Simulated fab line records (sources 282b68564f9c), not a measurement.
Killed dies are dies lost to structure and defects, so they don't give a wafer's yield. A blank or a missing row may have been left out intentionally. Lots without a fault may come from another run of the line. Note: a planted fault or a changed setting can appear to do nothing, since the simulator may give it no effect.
Chamber matching ; flow ritCmos ; rieSi-02 running RIT_GATE_ETCH_19: 4 sister chambers
The step etches poly-Si in SF6/CHF3/O2, stops on SiO2, time 165 s, target depth 312.5 nm. 14 wafers are shown with their chamber, then 7 later ones without.

== WAFERS, EACH WITH ITS CHAMBER ==
wafer;chamber;throttleValvePct (%);oesProductAu (a.u.);SF6_flow_sccm (sccm)
L710.1;0;10.35;0.860;29.90
L710.2;3;10.26;0.824;30.06
L710.3;1;10.27;0.866;30.05
L712.2;0;10.31;0.864;29.96
L712.3;1;10.28;0.863;30.07
L712.6;0;10.34;0.865;29.95
L714.3;2;10.44;0.829;29.94
L714.4;3;10.25;0.823;30.03
L714.6;0;10.34;0.856;30.06
L718.3;3;10.26;0.820;30.07
L718.4;0;10.33;0.861;29.98
L718.6;3;10.24;0.825;29.98
L720.1;2;10.43;0.817;29.97
L720.2;0;10.34;0.856;30.09

SIGNATURES (means of the wafers above)
reading;chamber 0;chamber 1;chamber 2;chamber 3;scatter within a chamber
throttleValvePct;10.3350;10.2750;10.4350;10.2525;0.0115
oesProductAu;0.86033;0.86450;0.82300;0.82300;0.00405
SF6_flow_sccm;29.9900;30.0600;29.9550;30.0350;0.0558
Rule: a wafer lies at a distance from a chamber equal to the root of the sum of squares, over the readings, of (its reading less the chamber's mean, divided by the reading's scatter). If the next closest chamber is less than 2 further off than the closest, the wafer can't be placed; otherwise it belongs to the closest. The scatter: the root of (the sum of the squares of (reading less its chamber's mean) over the shown wafers, divided by (wafers less chambers)).

== WAFERS WITH NO CHAMBER GIVEN ==
wafer;throttleValvePct (%);oesProductAu (a.u.);SF6_flow_sccm (sccm)
L720.6;10.27;0.856;29.99
L724.1;10.26;0.862;29.97
L724.2;10.44;0.834;30.15
L724.5;10.34;0.857;29.80
L730.1;10.33;0.861;29.89
L730.3;10.25;0.832;29.88
L730.6;10.34;0.869;29.76

== WHICH CHAMBER EACH ONE RAN IN ==
wafer;from the rows above;in truth
L720.6;1;1
L724.1;1;1
L724.2;2;2
L724.5;0;0
L730.1;0;0
L730.3;3;3
L730.6;0;0
Correctly placed: 7 of 7. Number that these rows cannot place: 0. Number placed wrongly: 0.
